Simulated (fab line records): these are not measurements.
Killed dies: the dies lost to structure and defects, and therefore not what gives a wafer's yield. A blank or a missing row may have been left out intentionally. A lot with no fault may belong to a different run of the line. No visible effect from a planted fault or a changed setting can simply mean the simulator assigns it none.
Which tool did it? | flow berkeley-cmos170 | Sampling: 7 lots, 21 wafers, 3 of 331 route steps

WHAT EACH GAUGE READ, for each wafer
UCB170_M3_RS_MEAS_02: the measuring method here is four-point-probe.
lot  | measured     | on            | M3_AL_RS (ohm/sq)
L413 | day 9 15:52  | film-metro-04 | 0.0321 0.0322 0.0322
L418 | day 10 09:19 | film-metro-02 | 0.0327 0.0324 0.0324
L420 | day 10 17:36 | film-metro-02 | 0.0324 0.0324 0.0323
L425 | day 11 16:03 | film-metro-01 | 0.0779 0.0323 0.0760
L429 | day 16 15:09 | film-metro-02 | 0.0320 0.0323 0.0316
L431 | day 16 19:45 | film-metro-04 | 0.0323 0.0320 0.0321
L434 | day 17 00:06 | film-metro-04 | 0.0327 0.0328 0.0329

WHICH TOOL RAN EACH LOT (tool, then ch and the chambers of the sampled wafers, then the start)
lot  | UCB170_V2_CVD_00                | UCB170_M3_SPUTTER_01
L413 | pecvd-02 ch 0,1,2, day 9 12:55  | pvd-sputter-02, day 9 15:47
L418 | pecvd-03 ch 0,1,2, day 10 06:02 | pvd-sputter-01, day 10 09:13
L420 | pecvd-03 ch 0,1,2, day 10 14:40 | pvd-sputter-04, day 10 17:30
L425 | pecvd-01 ch 0,1,2, day 11 13:18 | pvd-sputter-04, day 11 15:56
L429 | pecvd-02 ch 0,1, day 16 11:44   | pvd-sputter-02, day 16 15:04
L431 | pecvd-02 ch 0,2, day 16 13:59   | pvd-sputter-02, day 16 19:40
L434 | pecvd-02 ch 1,2, day 16 16:35   | pvd-sputter-02, day 17 00:01
- UCB170_V2_CVD_00: deposits SiO2 from TEOS/O2, target thk 2000 nm, time 250 s.
- UCB170_M3_SPUTTER_01: material Al, target thk 900 nm, time 120 s.

THE ANSWER, worked out from the rows above alone
Rule: usual is defined by the lots themselves. The widest of any qualifying gaps counts: lots, ordered by their means at a reading, are off when they make up no more than a third of the lots, leave a main group of 4 or more, and stand apart from it by 3 or more times the standard deviation of that group's means. The tables above print the reading to a certain number of digits; a main group whose means all agree to those digits is not used. Also off: a lot with no number at a reading for which 4 or more lots have one. The other lots that the step has rows for count as sound.
Off: L425, seen at UCB170_M3_RS_MEAS_02 (M3_AL_RS). The main group: mean 0.0323 ohm/sq, standard deviation 0.00027.
If a tool, at a process step before that reading, ran all the lots that are off and no sound lot after the first of them, it fits. Gauges at UCB170_M3_RS_MEAS_02: tried the same way as those tools. Can't be told from this: 3 tools fit, pecvd-01 at UCB170_V2_CVD_00, pvd-sputter-04 at UCB170_M3_SPUTTER_01, film-metro-01 at UCB170_M3_RS_MEAS_02.

WHAT THE SIMULATOR PUT IN
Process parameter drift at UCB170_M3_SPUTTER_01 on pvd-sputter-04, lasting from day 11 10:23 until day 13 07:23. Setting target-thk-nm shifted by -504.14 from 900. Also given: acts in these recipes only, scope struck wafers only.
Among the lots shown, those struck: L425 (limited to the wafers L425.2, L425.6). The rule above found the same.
